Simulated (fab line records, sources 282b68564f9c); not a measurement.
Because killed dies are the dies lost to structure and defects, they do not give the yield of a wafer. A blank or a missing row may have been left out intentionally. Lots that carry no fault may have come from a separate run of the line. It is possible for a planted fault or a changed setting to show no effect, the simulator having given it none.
fab line records -- flow rit_cmos
record: lots: 6, wafers: 18, last_day: 7
route steps=202 shown NRETRO@53 PRETRO@64 M1@202
lots that met no fault: from a run of the same line without faults
start_h: the number of hours between the record's first day and the start of the first shown wafer of the lot -- wait_h: hours since the lot's step before -- " identical to the entry in the row above -- L1.1+2: a single row standing in for several wafers -- - no value present, or no start provided -- * or withheld: withheld -- < > ~ a bound
route shown NAME@n: a module of which the file shows steps, and the number in the route of the first -- usual: average and standard deviation across the fault-free wafers -- same: alike in all rows -- chamber/n: place in a boat -- sites: each site's reading -- _std_site: the standard deviation of these -- _edge_site: mean of outer sites minus mean of inner sites -- radius_mm: for every site, how far away it sits from the centre of the wafer -- mask NAME#n: copy n -- behind: tool/chamber where the wafer was last shaped -- hold: why the lot went on hold/how many hours it stayed there/how the hold came to an end -- device: transistor that didn't switch, given as n, p or np -- end of line: the same wafers' tests at the end of the route -- where a step has no rows: the recipe by itself -- killed: dies lost to structure and defects at the first sort, not the wafer's yield -- map: shows each die of a wafer: x if killed, . if not, _ if none is there
set.NAME: setting as actually run; set.NAME@STEP: the setting as run at that earlier step -- model.NAME: the simulator's own value behind a step, which no gauge read
lots at some steps of the route; a table a step, a row a wafer
services: when a tool's chamber went out of use (start_h, in hours from the record's first day, below 0 if earlier), for how many hours, and the reason
== steps ==
step: RIT_NRETRO_HMDS_00
recipe: prime_time_s: 60, prime_temp_c: 140
step: RIT_NRETRO_COAT_01
recipe: resist: NOVOLAK, spin_rpm: 2000, resist_thk_nm: 1300
step: RIT_NRETRO_SOFTBAKE_02
recipe: resist: NOVOLAK, temp_c: 90, time_s: 60
step: RIT_NRETRO_EXPOSE_03
recipe: mask_id: M4, na: 0.57, target_cd_nm: 43900, dose_mj: 250
step: RIT_NRETRO_PEB_04
recipe: resist: NOVOLAK, temp_c: withheld, time_s: withheld
step: RIT_NRETRO_DEVELOP_05
recipe: resist: NOVOLAK, develop_time_s: 68, dev_temp_c: 23
step: RIT_NRETRO_OVL_MEAS_06
usual: NRETRO_OVL: 0.6/1.4
lot.wafer,tool,chamber,start_h,wait_h,NRETRO_OVL[nm]
L489.1,overlay-01,-,44.80,-,3.0
L489.2,overlay-01,-,44.80,-,1.6
L489.4,overlay-01,-,44.80,-,2.0
L490.2,overlay-02,-,51.20,-,2.3
L490.4,overlay-02,-,51.20,-,-0.7
L490.5,overlay-02,-,51.20,-,-0.3
L497.2,overlay-01,-,75.59,-,0.7
L497.3,overlay-01,-,75.59,-,2.3
L497.4,overlay-01,-,75.59,-,-0.1
L498.1,overlay-01,-,78.82,-,0.8
L498.2,overlay-01,-,78.82,-,-0.9
L498.6,overlay-01,-,78.82,-,1.0
L508.1,overlay-02,-,130.60,-,0.6
L508.3,overlay-02,-,130.60,-,0.0
L508.6,overlay-02,-,130.60,-,0.4
L509.1,overlay-01,-,130.86,-,0.2
L509.2,overlay-01,-,130.86,-,0.1
L509.5,overlay-01,-,130.86,-,-0.9
step: RIT_NRETRO_HARDBAKE_07
recipe: resist: NOVOLAK, temp_c: 140, time_s: 120
step: RIT_NRETRO_IMPLANT_08
recipe: species: P, energy_kev: 70, dose_cm2: 1e+13, tilt_deg: 7
step: RIT_NRETRO_STRIP_09
recipe: chemistry: O2, time_s: 180, resist: NOVOLAK, platen_temp_c: withheld, power_w: 500, pressure_mtorr: 4000, o2_flow_sccm: 4000
usual: drypump_motor_current_A: 6.0/0.47
lot.wafer,tool,chamber,start_h,wait_h,drypump_motor_current_A,rf_hours_counter_h
L489.1,plasma_asher-04,0,45.24,0.1,6.4,25
L489.2,plasma_asher-04,1,45.24,0.1,6.7,25
L489.4,plasma_asher-04,1,45.24,0.1,6.7,-
L490.2,plasma_asher-01,0,51.63,0.1,5.8,38
L490.4,plasma_asher-01,1,51.63,0.1,5.8,-
L490.5,plasma_asher-01,0,51.63,0.1,5.9,-
L497.2,plasma_asher-01,1,76.02,0.1,5.8,41
L497.3,plasma_asher-01,0,76.02,0.1,5.9,-
L497.4,plasma_asher-01,1,76.02,0.1,5.8,-
L498.1,plasma_asher-04,1,79.26,0.1,6.7,29
L498.2,plasma_asher-04,0,79.26,0.1,6.3,29
L498.6,plasma_asher-04,1,79.26,0.1,6.7,-
L508.1,plasma_asher-02,0,131.03,0.1,5.8,52
L508.3,plasma_asher-02,0,131.03,0.1,5.8,-
L508.6,plasma_asher-02,1,131.03,0.1,5.4,-
L509.1,plasma_asher-01,1,131.30,0.1,5.8,1
L509.2,plasma_asher-01,0,131.30,0.1,5.9,1
L509.5,plasma_asher-01,0,131.30,0.1,5.9,-
step: RIT_NRETRO_TW_MEAS_10
usual: NRETRO_TW: 1049/4.9
lot.wafer,tool,chamber,start_h,wait_h,NRETRO_TW
L489.1,film_metro-03,-,45.41,0.1,1056
L489.2,film_metro-03,-,45.41,0.1,1049
L489.4,film_metro-03,-,45.41,0.1,1056
L490.2,film_metro-04,-,51.82,0.1,1046
L490.4,film_metro-04,-,51.82,0.1,1044
L490.5,film_metro-04,-,51.82,0.1,1046
L497.2,film_metro-04,-,76.21,0.1,1046
L497.3,film_metro-04,-,76.21,0.1,1044
L497.4,film_metro-04,-,76.21,0.1,1040
L498.1,film_metro-03,-,79.43,0.1,1045
L498.2,film_metro-03,-,79.43,0.1,1048
L498.6,film_metro-03,-,79.43,0.1,1047
L508.1,film_metro-03,-,131.21,0.1,1050
L508.3,film_metro-03,-,131.21,0.1,1046
L508.6,film_metro-03,-,131.21,0.1,1050
L509.1,film_metro-03,-,131.47,0.1,1049
L509.2,film_metro-03,-,131.47,0.1,1054
L509.5,film_metro-03,-,131.47,0.1,1046
step: RIT_PRETRO_HMDS_00
recipe: prime_time_s: 60, prime_temp_c: 140
step: RIT_PRETRO_COAT_01
recipe: resist: NOVOLAK, spin_rpm: 2000, resist_thk_nm: 1300
usual: chill_plate_temp_C: 22.99/0.12, dispense_pressure_kPa: 44.8/1.8
lot.wafer,tool,chamber,start_h,wait_h,chill_plate_temp_C,dispense_pressure_kPa
L489.1,litho_track-02,0,45.62,0.1,22.81,44.9
L489.2,litho_track-02,0,45.62,0.1,22.77,44.9
L489.4,litho_track-02,0,45.62,0.1,22.72,44.9
L490.2,litho_track-01,0,52.04,0.1,23.05,42.9
L490.4,litho_track-01,0,52.04,0.1,23.07,42.9
L490.5,litho_track-01,0,52.04,0.1,23.05,43.0
L497.2,litho_track-02,-,76.43,0.1,-,-
L497.3,litho_track-02,-,76.43,0.1,-,-
L497.4,litho_track-02,-,76.43,0.1,-,-
L498.1,litho_track-03,-,79.64,0.1,-,-
L498.2,litho_track-03,-,79.64,0.1,-,-
L498.6,litho_track-03,-,79.64,0.1,-,-
L508.1,litho_track-01,0,131.42,0.1,23.13,42.9
L508.3,litho_track-01,0,131.42,0.1,23.03,42.9
L508.6,litho_track-01,0,131.42,0.1,22.94,42.9
L509.1,litho_track-03,0,131.74,0.1,23.04,47.2
L509.2,litho_track-03,0,131.74,0.1,23.08,47.2
L509.5,litho_track-03,0,131.74,0.1,23.09,47.2
step: RIT_PRETRO_SOFTBAKE_02
recipe: resist: NOVOLAK, temp_c: 90, time_s: 60
step: RIT_PRETRO_EXPOSE_03
recipe: mask_id: M5, na: 0.57, target_cd_nm: 43700, dose_mj: 250
step: RIT_PRETRO_PEB_04
recipe: resist: NOVOLAK, temp_c: withheld, time_s: withheld
step: RIT_PRETRO_DEVELOP_05
recipe: resist: NOVOLAK, develop_time_s: 68, dev_temp_c: 23
step: RIT_PRETRO_OVL_MEAS_06
usual: PRETRO_OVL: -0.1/1.4
lot.wafer,tool,chamber,start_h,wait_h,PRETRO_OVL[nm]
L489.1,overlay-01,-,46.76,-,1.4
L489.2,overlay-01,-,46.76,-,-0.8
L489.4,overlay-01,-,46.76,-,1.2
L490.2,overlay-01,-,52.88,-,-0.9
L490.4,overlay-01,-,52.88,-,-0.6
L490.5,overlay-01,-,52.88,-,-1.2
L497.2,overlay-01,-,77.15,-,-
L497.3,overlay-01,-,77.15,-,-
L497.4,overlay-01,-,77.15,-,-
L498.1,overlay-01,-,80.45,-,-
L498.2,overlay-01,-,80.45,-,-
L498.6,overlay-01,-,80.45,-,-
L508.1,overlay-01,-,132.43,-,-2.9
L508.3,overlay-01,-,132.43,-,-3.0
L508.6,overlay-01,-,132.43,-,-3.0
L509.1,overlay-02,-,132.64,-,0.4
L509.2,overlay-02,-,132.64,-,1.2
L509.5,overlay-02,-,132.64,-,1.6
step: RIT_PRETRO_HARDBAKE_07
recipe: resist: NOVOLAK, temp_c: 140, time_s: 120
step: RIT_M1_PROBE_99
usual: killed_at_contacts: 0.0/0.2, killed_at_front_end: 7.3/2.8, killed_dies: 7.3/2.8, killed_on_rim: 1.9/1.3, killed_open: 3.8/1.9, killed_short: 3.5/1.8
same: gross_dies: 264, killed_at_M0_to_M3: 0, killed_at_M4_up: 0, killed_at_back_side: 0, killed_at_other: 0
lot.wafer,tool,chamber,start_h,wait_h,killed_at_contacts,killed_at_front_end,killed_dies,killed_on_rim,killed_open,killed_short
L489.1,prober-01,-,77.57,0.1,0,12,12,2,7,5
L489.2,prober-01,-,77.62,0.1,0,6,6,2,5,1
L489.4,prober-01,-,77.72,0.2,0,6,6,2,4,2
L490.2,prober-02,-,84.31,0.1,0,8,8,1,3,5
L490.4,prober-02,-,84.41,0.2,0,3,3,2,0,3
L490.5,prober-02,-,84.46,0.2,0,9,9,2,3,6
L497.2,prober-01,-,105.95,0.1,0,264,264,70,4,7
L497.3,prober-01,-,106.00,0.2,0,264,264,70,4,6
L497.4,prober-01,-,106.05,0.2,0,264,264,70,2,4
L498.1,prober-02,-,108.58,0.1,0,264,264,70,4,5
L498.2,prober-02,-,108.63,0.1,0,264,264,70,5,5
L498.6,prober-02,-,108.83,0.2,0,264,264,70,5,2
L509.1,prober-01,-,160.87,0.1,1,4,5,0,1,4
L509.2,prober-01,-,160.92,0.1,0,7,7,1,4,3
L509.5,prober-01,-,161.07,0.2,1,8,9,2,6,3
killed by level:class
L489.1 REOX:geometric_particle:open=3 FOX1:geometric_particle:short=2 GATE:geometric_particle:short=2 FOX1:geometric_particle:open=1 FOX2:geometric_particle:short=1 FOX2:geometric_particle:open=1 GATE:geometric_particle:open=1 SILICIDE:geometric_particle:open=1
L489.2 REOX:geometric_particle:open=2 GATE:geometric_particle:open=1 REOX:geometric_particle:short=1 SPACER:geometric_particle:open=1 SILICIDE:geometric_particle:open=1
L489.4 REOX:geometric_particle:short=2 FOX2:geometric_particle:open=1 GATE:geometric_particle:open=1 REOX:geometric_particle:open=1 SPACER:geometric_particle:open=1
L490.2 GATE:geometric_particle:short=4 FOX1:geometric_particle:open=1 FOX2:geometric_particle:short=1 GATE:geometric_particle:open=1 REOX:geometric_particle:open=1
L490.4 ACTIVE:geometric_particle:short=1 FOX2:geometric_particle:short=1 SPACER:geometric_particle:short=1
L490.5 GATE:geometric_particle:short=4 FOX1:geometric_particle:open=2 FOX2:geometric_particle:short=1 REOX:geometric_particle:short=1 SPACER:geometric_particle:open=1
L497.2 PRETRO:area_expose=253 FOX1:geometric_particle:short=3 FOX1:geometric_particle:open=3 FOX2:geometric_particle:short=2 SILICIDE:geometric_particle:short=2 GATE:geometric_particle:open=1
L497.3 PRETRO:area_expose=254 SILICIDE:geometric_particle:short=3 GATE:geometric_particle:short=2 SILICIDE:geometric_particle:open=2 FOX1:geometric_particle:open=1 FOX1:geometric_particle:short=1 FOX2:geometric_particle:open=1
L497.4 PRETRO:area_expose=258 FOX1:geometric_particle:open=2 FOX1:geometric_particle:short=1 GATE:geometric_particle:short=1 REOX:geometric_particle:short=1 SPACER:geometric_particle:short=1
L498.1 PRETRO:area_expose=255 GATE:geometric_particle:short=4 GATE:geometric_particle:open=2 FOX1:geometric_particle:open=1 REOX:geometric_particle:short=1 SILICIDE:geometric_particle:open=1
L498.2 PRETRO:area_expose=254 SILICIDE:geometric_particle:open=3 GATE:geometric_particle:short=2 SPACER:geometric_particle:short=2 GATE:geometric_particle:open=1 SPACER:geometric_particle:open=1 SILICIDE:geometric_particle:short=1
L498.6 PRETRO:area_expose=257 SPACER:geometric_particle:open=2 SILICIDE:geometric_particle:open=2 FOX2:geometric_particle:open=1 GATE:geometric_particle:short=1 SPACER:geometric_particle:short=1
L509.1 GATE:geometric_particle:short=2 SILICIDE:geometric_particle:short=1 SILICIDE:geometric_particle:open=1 CONTACT:geometric_particle:short=1
L509.2 GATE:geometric_particle:open=2 FOX1:geometric_particle:open=1 GATE:geometric_particle:short=1 REOX:geometric_particle:open=1 SPACER:geometric_particle:short=1 SILICIDE:geometric_particle:short=1
L509.5 GATE:geometric_particle:open=5 FOX2:geometric_particle:short=1 GATE:geometric_particle:short=1 REOX:geometric_particle:short=1 CONTACT:geometric_particle:open=1
map L497.2 (x killed, . not)
________xxxxxxx_______
_____xxxxxxxxxxxxx____
____xxxxxxxxxxxxxxx___
___xxxxxxxxxxxxxxxxx__
__xxxxxxxxxxxxxxxxxxx_
__xxxxxxxxxxxxxxxxxxx_
_xxxxxxxxxxxxxxxxxxxxx
_xxxxxxxxxxxxxxxxxxxxx
_xxxxxxxxxxxxxxxxxxxxx
_xxxxxxxxxxxxxxxxxxxxx
__xxxxxxxxxxxxxxxxxxx_
__xxxxxxxxxxxxxxxxxxx_
___xxxxxxxxxxxxxxxxx__
____xxxxxxxxxxxxxxx___
_____xxxxxxxxxxxxx____
________xxxxxxx_______
map L498.1 (x killed, . not)
________xxxxxxx_______
_____xxxxxxxxxxxxx____
____xxxxxxxxxxxxxxx___
___xxxxxxxxxxxxxxxxx__
__xxxxxxxxxxxxxxxxxxx_
__xxxxxxxxxxxxxxxxxxx_
_xxxxxxxxxxxxxxxxxxxxx
_xxxxxxxxxxxxxxxxxxxxx
_xxxxxxxxxxxxxxxxxxxxx
_xxxxxxxxxxxxxxxxxxxxx
__xxxxxxxxxxxxxxxxxxx_
__xxxxxxxxxxxxxxxxxxx_
___xxxxxxxxxxxxxxxxx__
____xxxxxxxxxxxxxxx___
_____xxxxxxxxxxxxx____
________xxxxxxx_______
== services ==
tool,chamber,start_h,hours,kind
plasma_asher-01,-,83.33,28.1,pm
plasma_asher-01,-,111.44,9.0,pm
plasma_asher-01,0,111.44,9.0,vent_cycle
plasma_asher-01,1,111.44,9.0,vent_cycle
plasma_asher-01,-,113.25,4.2,repair
plasma_asher-01,0,120.44,-,clean
plasma_asher-01,1,120.44,-,clean
== key ==
first_sign: step: RIT_PRETRO_COAT_01, reading: tool_record, direction: missing
effect: step: RIT_PRETRO_OVL_MEAS_06, reading: PRETRO_OVL, direction: missing
effect: step: RIT_M1_PROBE_99, reading: killed_at_front_end, direction: up, sigmas: 90, usual: 7.3, struck: 264
more_kills_born_at: RIT_PRETRO_EXPOSE_03@iline_stepper-02: 1531
met_at RIT_PRETRO_COAT_01
struck_wafers L497.2,L497.3,L497.4,L498.1,L498.2,L498.6
tester_left_out L497,L498
onset_between 45.62 76.43
fault: kind: skipped_step_whole, tool: litho_track-02,litho_track-03, chamber: -, onset_h: 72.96, steps: RIT_PRETRO_COAT_01, scope: struck_lots_only
tester_left_out: of these lots the tester's yield and bins aren't shown, on N5 and GAA mostly nor the transistor test; their killed dies are dies lost to structure and defects alone, not to doping, threshold or leakage, so they don't give the yield
